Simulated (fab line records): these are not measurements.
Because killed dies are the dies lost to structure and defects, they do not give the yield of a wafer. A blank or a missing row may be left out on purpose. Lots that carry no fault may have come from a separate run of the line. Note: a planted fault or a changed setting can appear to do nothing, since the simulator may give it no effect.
What tool caused it? | flow berkeley cmos170 | 14 lots, 42 wafers sampled, at 2 steps of a route of 331

== WHAT EACH GAUGE READ, for each wafer ==
UCB170_M2_THK_MEAS_03: measures by xrf. Usual: M2_AL_THK gives 910 nm (standard deviation 8.7).
lot  | measured     | on            | M2_AL_THK (nm) | flag
L198 | day 8 21:55  | film metro-01 | 910 914 907    |
L197 | day 9 02:22  | film metro-04 | 895 906 901    |
L200 | day 9 22:30  | film metro-04 | 910 919 916    |
L204 | day 10 19:01 | film metro-02 | 906 904 915    |
L202 | day 10 20:16 | film metro-04 | 909 908 909    |
L203 | day 10 23:34 | film metro-04 | 893 896 916    |
L210 | day 11 13:22 | film metro-04 | 913 907 917    |
L209 | day 11 13:11 | film metro-01 | 917 914 917    |
L208 | day 11 12:13 | film metro-01 | 910 913 913    |
L207 | day 11 17:47 | film metro-04 | 900 909 904    |
L212 | day 11 17:37 | film metro-02 | 911 916 915    |
L214 | day 12 01:35 | film metro-04 | 911 912 917    |
L217 | day 12 21:47 | film metro-01 | 916 916 913    |
L219 | day 13 02:32 | film metro-02 | 915 911 918    |

== WHAT TOOL EACH LOT RAN ON (gives the tool, then ch and the chambers of the sampled wafers, and finally the start) ==
lot  | UCB170_PSD_STRIP_09
L198 | plasma asher-03 ch 0,1, day 8 00:23
L197 | plasma asher-02 ch 0,1, day 8 09:01
L200 | plasma asher-01 ch 0,1, day 9 00:27
L204 | plasma asher-02 ch 0,1, day 9 23:08
L202 | plasma asher-03 ch 0,1, day 9 23:15
L203 | plasma asher-02 ch 1, day 9 23:22
L210 | plasma asher-03 ch 0,1, day 10 15:08
L209 | plasma asher-01 ch 0,1, day 10 15:26
L208 | plasma asher-02 ch 0,1, day 10 15:39
L207 | plasma asher-01 ch 0,1, day 10 15:42
L212 | plasma asher-02 ch 0,1, day 10 15:55
L214 | plasma asher-01 ch 0,1, day 11 04:51
L217 | plasma asher-01 ch 0,1, day 11 05:53
L219 | plasma asher-01 ch 0,1, day 12 09:31
- UCB170_PSD_STRIP_09: strips in O2.

== WHAT THE TOOLS THEMSELVES READ (means of the sampled wafers that have a number; where no wafer has one, the mark that the record gives instead) ==
UCB170_PSD_STRIP_09. Usual: drypump motor current A 5.8 A, standard deviation 0.34; o2 flow sccm 399.8 sccm, standard deviation 1.2; oes product au 0.601 a.u., standard deviation 0.0048; strip time to endpoint s 29.35 s, standard deviation 0.1.
lot  | tool            | drypump motor current A (A) | o2 flow sccm (sccm) | oes product au (a.u.) | strip time to endpoint s (s) | flag
L198 | plasma asher-03 | 6.1                         | 399.3               | 0.601                 | 29.23                        |
L197 | plasma asher-02 | 6.0                         | 399.8               | 0.601                 | 29.40                        |
L200 | plasma asher-01 | 5.4                         | 399.4               | 0.599                 | 29.49                        |
L204 | plasma asher-02 | 5.9                         | 399.3               | 0.597                 | 29.27                        |
L202 | plasma asher-03 | 5.8                         | 399.1               | 0.604                 | 29.36                        |
L203 | plasma asher-02 | 6.1                         | 399.4               | 0.598                 | 29.24                        |
L210 | plasma asher-03 | 5.8                         | 399.2               | 0.602                 | 29.48                        |
L209 | plasma asher-01 | 5.5                         | 400.1               | 0.603                 | 29.45                        |
L208 | plasma asher-02 | 6.0                         | 399.0               | 0.597                 | 29.41                        |
L207 | plasma asher-01 | 5.4                         | 399.1               | 0.604                 | 29.35                        |
L212 | plasma asher-02 | 6.0                         | 399.7               | 0.609                 | 29.29                        |
L214 | plasma asher-01 | 5.4                         | 401.3               | 0.600                 | 29.33                        |
L217 | plasma asher-01 | 5.5                         | 398.2               | 0.604                 | 29.39                        |
L219 | plasma asher-01 | 5.6                         | 400.0               | 0.597                 | 29.48                        |

== THE ANSWER, worked out from the rows above alone ==
Rule: lot off if the mean of its wafers having a number is beyond 3 standard deviations from the usual mean. Also off: a lot with no number at a reading for which 4 or more lots have one. The other lots that the step has rows for count as sound. The gauges are gone through in route order, then the tools' own readings, and for those a lot's mean is taken as printed above. The first step at which some lot is off is used, and at that step the reading that is off furthest; a lot without a number counts as furthest.
Nothing can be told from this: no lot is off at any reading shown.

== WHAT THE SIMULATOR PUT IN ==
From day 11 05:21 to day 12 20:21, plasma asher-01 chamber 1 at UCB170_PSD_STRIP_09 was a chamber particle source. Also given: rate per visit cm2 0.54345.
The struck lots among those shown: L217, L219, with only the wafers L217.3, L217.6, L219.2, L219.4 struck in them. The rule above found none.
